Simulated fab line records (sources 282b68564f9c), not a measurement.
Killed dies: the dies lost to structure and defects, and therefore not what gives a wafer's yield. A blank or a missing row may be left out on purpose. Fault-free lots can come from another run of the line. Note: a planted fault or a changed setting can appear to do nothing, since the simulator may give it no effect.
Code-filled problem report in 8D (eight disciplines) form :: flow rit-cmos :: the parts of the form that need people (team, actions taken, sign-off) are left out

1. WHAT IS WRONG
Across 9 wafers from 3 lots, PSD_TW at RIT_PSD_TW_MEAS_10 averages 3592, while fault-free wafers read 3445 with a standard deviation of 18. Measured from the usual mean, that is +8.1 standard deviations.
The first sign was on wafer L539.3 at day 5 17:27, on film-metro-04. The record has a number at this step for 45 wafers belonging to 15 lots. The rule behind "out" and "out of limits": a value lying over 4 standard deviations away from the usual mean. All remaining wafers that have a number are taken as sound.

2. WHAT THIS IS AND IS NOT
question: which readings at this step
is: PSD_TW
is not: -

question: which lots
is: L539, L540, L541
is not: L527, L528, L529, L530, L531, L533, L534, L536, L545, L547, L548, L550

question: which wafers of those lots
is: all that have a number
is not: -

question: read on which gauges
is: film-metro-01, film-metro-02, film-metro-04
is not: -

question: when
is: from day 5 17:27
is not: up to then (24 sound wafers); but 12 sound wafers of L545, L547, L548, L550 came after

3. WHAT RULES OUT EACH SUSPECT
Counting: a tool at any process step up to the reading remains a suspect when it ran all the lots that are out and ran no sound lot after the first of those.
- the gauge at RIT_PSD_TW_MEAS_10: ruled out. Those wafers that are out were read across 3 gauges (film-metro-01, film-metro-02, film-metro-04).
- implanter-04 at RIT_PSD_IMPLANT_08: kept. It processed each lot that is out, first L539 at day 5 17:09, and no sound lot thereafter; up to then, the last sound lot it processed was L536 at day 4 22:07. Its own beam-on-s, dose-ions-cm2 readings are out on those wafers.
Remaining after the count: implanter-04 at RIT_PSD_IMPLANT_08.

4. THE CAUSE (what the simulator had put in)
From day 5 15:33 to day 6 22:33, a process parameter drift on implanter-04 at RIT_PSD_IMPLANT_08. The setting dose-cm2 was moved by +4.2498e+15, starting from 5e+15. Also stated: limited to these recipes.
Only this tool survived the counting.

5. THE EFFECT CHAIN, in route order
Each row: a reading where the mean over the struck wafers with a number is more than 3 standard deviations away from the usual. Readings are gone through only where the record gives a usual standard deviation; hours: the median, over the lots, of the time from a lot's start at the first step in this table giving one to that lot's start at this step; sigmas: the change measured in usual standard deviations.
hours: 0
step: RIT_PSD_IMPLANT_08
reading: beam-on-s
usual: 12.4 s
on struck wafers: 21.6
change: +9.2
sigmas: +11

hours: 0
step: RIT_PSD_IMPLANT_08
reading: dose-ions-cm2
usual: 5e+15
on struck wafers: 9e+15
change: +4e+15
sigmas: +99 or more

hours: 0
step: RIT_PSD_TW_MEAS_10
reading: PSD_TW
usual: 3445
on struck wafers: 3592
change: +147
sigmas: +8.1

hours: 1
step: RIT_SDANNEAL_RS_MEAS_04
reading: PSD_RS
usual: 115.8 ohm/sq
on struck wafers: 108.6
change: -7.2
sigmas: -24
Its process steps:
- RIT_PSD_IMPLANT_08

6. WHAT WOULD HAVE CAUGHT IT SOONER
2 hours passed between the start of the fault at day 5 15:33 and the first reading out of limits at a measuring or inspecting step in this record, taken at day 5 17:27.
Tool's own readings at RIT_PSD_IMPLANT_08, beam-on-s, dose-ions-cm2: out on all struck wafers the step has rows for; an alarm limit on them would have tripped on the first.
L540, L541, from the lots that are out (3), started RIT_PSD_IMPLANT_08 on implanter-04 later than day 5 17:27. A hold on the tool at that time would have spared those 2.
